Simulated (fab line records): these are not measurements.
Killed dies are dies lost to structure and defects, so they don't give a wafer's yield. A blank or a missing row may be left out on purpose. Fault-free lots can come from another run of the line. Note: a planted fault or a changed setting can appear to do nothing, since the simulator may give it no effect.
Comparing a struck lot with a sound one | flow berkeley_cmos170 | 14 out of 331 route steps
Sound: wafers L435.3, L435.4, L435.6. Wafers struck: L446.1, L446.4, L446.6. The cause is named last.
Each step with rows lists, per side, the tool, then ch with its chambers, then its first start. Under that, the readings that differ: sound wafers | struck wafers | difference of the means | sigmas: that difference in standard deviations of wafers without a fault.
alike: words and numbers the same on both sides, and readings whose means are apart by under 2 such deviations; not compared: readings that were withheld, readings missing a value for some wafer, numbers with overlapping values and no deviation given by the record, and bounds like >300 which may hide the same value.
A row with sigmas, a row that says differs or no value, or rows on one side alone: a step with any of these is where the two part. When numbers do not overlap yet have no deviation, they are printed without sigmas and do not part them. A reading missing from all wafers of one side parts the sides only when that side holds two or more wafers.

first, 1 step without rows for these wafers: UCB170_M2_PRE_CLEAN_00 (preclean etch time 60 s).
UCB170_M2_SPUTTER_01: material Al, target thk 900 nm, time 120 s.
  sound on pvd_sputter-01 at day 7 22:26; struck on pvd_sputter-04 at day 10 11:21
  alike: throttle_valve_pct
UCB170_M2_RS_MEAS_02: measurement is done with a four-point probe.
  sound on film_metro-04 at day 7 22:34; struck on film_metro-02 at day 10 11:26
  alike: M2_AL_RS
UCB170_M2_THK_MEAS_03: measures by xrf.
  sound on film_metro-04 at day 7 22:40; struck on film_metro-02 at day 10 11:33
  alike: M2_AL_THK
then, 3 steps without rows for these wafers: UCB170_M2_HMDS_04 (prime time 60 s); UCB170_M2_COAT_05 (resist thk 900 nm); UCB170_M2_SOFTBAKE_06 (time 60 s).
UCB170_M2_STRIP_07: strips in O2.
  sound on plasma_asher-04 ch 0,1, day 7 23:11; struck on plasma_asher-04 ch 0, day 10 12:04
  alike: drypump_motor_current_A, oes_product_au, strip_time_to_endpoint_s
  not compared: rf_hours_counter_h
then, 3 steps without rows for these wafers: UCB170_M2_STRIP_08 (strips KrF in DMSO, time 600 s); UCB170_M2_COAT_09; UCB170_M2_COAT_10 (resist thk 900 nm).
UCB170_M2_SOFTBAKE_11: time 61.11 s.
  sound on litho_track-02 ch 0; struck on litho_track-03 ch 0
  alike: plate_sensor_t_centre_C, plate_sensor_t_edge_C
UCB170_M2_EXPOSE_12: exposes mask METAL2, target cd 700 nm.
  struck on krf_scanner-02, day 10 13:55; sound on krf_scanner-02 ch 0, day 7 23:56
  no value came back on the struck wafers for exposure_dose_mJ_cm2, focus_offset_nm (nm), stage_vel_mm_s (mm/s); on the sound wafers exposure_dose_mJ_cm2 reads 25.971 25.982 25.939
  alike: mask
then, 1 step without rows for these wafers: UCB170_M2_PEB_13.

WHERE THEY PART
Within this record, at UCB170_M2_EXPOSE_12 only.

WHY: what had been put in by the simulator
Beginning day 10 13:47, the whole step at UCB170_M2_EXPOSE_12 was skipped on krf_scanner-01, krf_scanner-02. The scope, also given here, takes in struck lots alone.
